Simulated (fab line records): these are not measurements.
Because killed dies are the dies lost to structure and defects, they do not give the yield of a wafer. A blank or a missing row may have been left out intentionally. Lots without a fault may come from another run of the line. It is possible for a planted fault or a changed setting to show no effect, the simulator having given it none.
Which of the tools did it? ; flow berkeley_cmos170 ; 14 lots with 42 wafers sampled at 2 steps, on a route of 331 steps

## WHAT THE GAUGES SHOWED, per wafer
UCB170_M3_CD_MEAS_15: the cd target is 700 nm. Usual: cd_nm at 700.1 nm, with a standard deviation of 1.4.
lot;measured;on;cd_nm (nm);flag
L705;day 7 15:56;cd_sem-02;696.7 697.9 696.6;
L706;day 8 08:08;cd_sem-01;699.5 699.4 699.5;
L707;day 8 16:16;cd_sem-01;702.4 700.6 702.5;
L712;day 9 03:43;cd_sem-01;701.9 701.7 699.4;
L715;day 9 14:43;cd_sem-01;699.2 699.6 699.7;
L714;day 9 15:56;cd_sem-01;659.7 657.8 659.6;OFF
L716;day 10 02:19;cd_sem-02;668.5 668.5 668.7;OFF
L717;day 10 05:48;cd_sem-01;701.9 700.9 699.4;
L719;day 10 16:37;cd_sem-02;698.5 698.4 699.7;
L722;day 10 20:14;cd_sem-01;700.6 703.3 702.0;
L721;day 10 21:10;cd_sem-01;699.6 699.7 699.8;
L723;day 11 11:31;cd_sem-01;701.8 701.8 702.9;
L725;day 11 21:47;cd_sem-02;698.1 697.2 698.1;
L727;day 11 22:24;cd_sem-02;699.7 699.9 699.9;

## WHAT TOOL EACH LOT RAN ON (gives the tool, then ch and the chambers of the sampled wafers, and finally the start)
lot;UCB170_M3_SOFTBAKE_11
L705;litho_track-02 ch 0, day 7 15:00
L706;litho_track-02 ch 0, day 8 06:00
L707;litho_track-04 ch 0, day 8 15:00
L712;litho_track-04 ch 0, day 9 02:00
L715;litho_track-01 ch 0, day 9 14:00
L714;litho_track-04 ch 0, day 9 15:00
L716;litho_track-04 ch 0, day 10 01:00
L717;litho_track-01 ch 0, day 10 05:00
L719;litho_track-01 ch 0, day 10 16:00
L722;litho_track-02 ch 0, day 10 19:00
L721;litho_track-02 ch 0, day 10 20:00
L723;litho_track-01 ch 0, day 11 10:00
L725;litho_track-02 ch 0, day 11 21:00
L727;litho_track-01 ch 0, day 11 21:00
- UCB170_M3_SOFTBAKE_11: time 60 s.

## AS READ BY THE TOOLS THEMSELVES (means over the sampled wafers that have a number; for cases with no such wafer, the mark the record gives instead)
UCB170_M3_SOFTBAKE_11. Usual: heater_power_total_W 56.81 W, standard deviation 0.046; plate_temp_C 129.99 C, standard deviation 0.12.
lot;tool;heater_power_total_W (W);plate_temp_C (C);flag
L705;litho_track-02;56.82;129.91;
L706;litho_track-02;56.84;129.95;
L707;litho_track-04;56.77;129.86;
L712;litho_track-04;56.80;129.91;
L715;litho_track-01;56.80;129.93;
L714;litho_track-04;64.18;142.84;OFF
L716;litho_track-04;64.21;142.76;OFF
L717;litho_track-01;56.82;130.11;
L719;litho_track-01;56.76;129.81;
L722;litho_track-02;56.84;130.05;
L721;litho_track-02;56.78;130.08;
L723;litho_track-01;56.87;129.99;
L725;litho_track-02;56.81;129.85;
L727;litho_track-01;56.81;130.09;

## THE ANSWER, worked out from the rows above alone
Rule: a lot is off if the mean of its wafers that have a number lies more than 3 standard deviations from the usual mean. Also off: a lot with no number at a reading for which 4 or more lots have one. The other lots that the step has rows for count as sound. Order of review: gauges by route order, followed by the tools' own readings, for which a lot's mean as printed above is used. At the first step where some lot is off, the reading lying furthest off is the one used; lots without a number count as furthest.
Off: L714, L716, at UCB170_M3_CD_MEAS_15 (cd_nm).
If a tool, at a process step before that reading, ran all the lots that are off and no sound lot after the first of them, it fits. Not tried: the gauges at UCB170_M3_CD_MEAS_15; whatever is off there is also off at UCB170_M3_SOFTBAKE_11, on other tools, and gauge error can't account for it. One fits: litho_track-04 at UCB170_M3_SOFTBAKE_11. Its last sound lot is L712 (day 9 02:00), its first lot that is off L714 (day 9 15:00): a fault that began between those two fits.
The tool's own readings at UCB170_M3_SOFTBAKE_11 bear it out: on the lots that are off they differ by more than 5 times the standard deviation of the sound lots' means. heater_power_total_W reads 64.19 W there against 56.81 W on the sound lots; plate_temp_C reads 142.80 C there against 129.96 C on the sound lots.

## WHAT HAD BEEN PUT IN BY THE SIMULATOR
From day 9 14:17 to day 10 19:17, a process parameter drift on litho_track-04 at UCB170_M3_SOFTBAKE_11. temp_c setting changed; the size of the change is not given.
Struck lots among those shown: L714, L716. Same finding as the rule above.
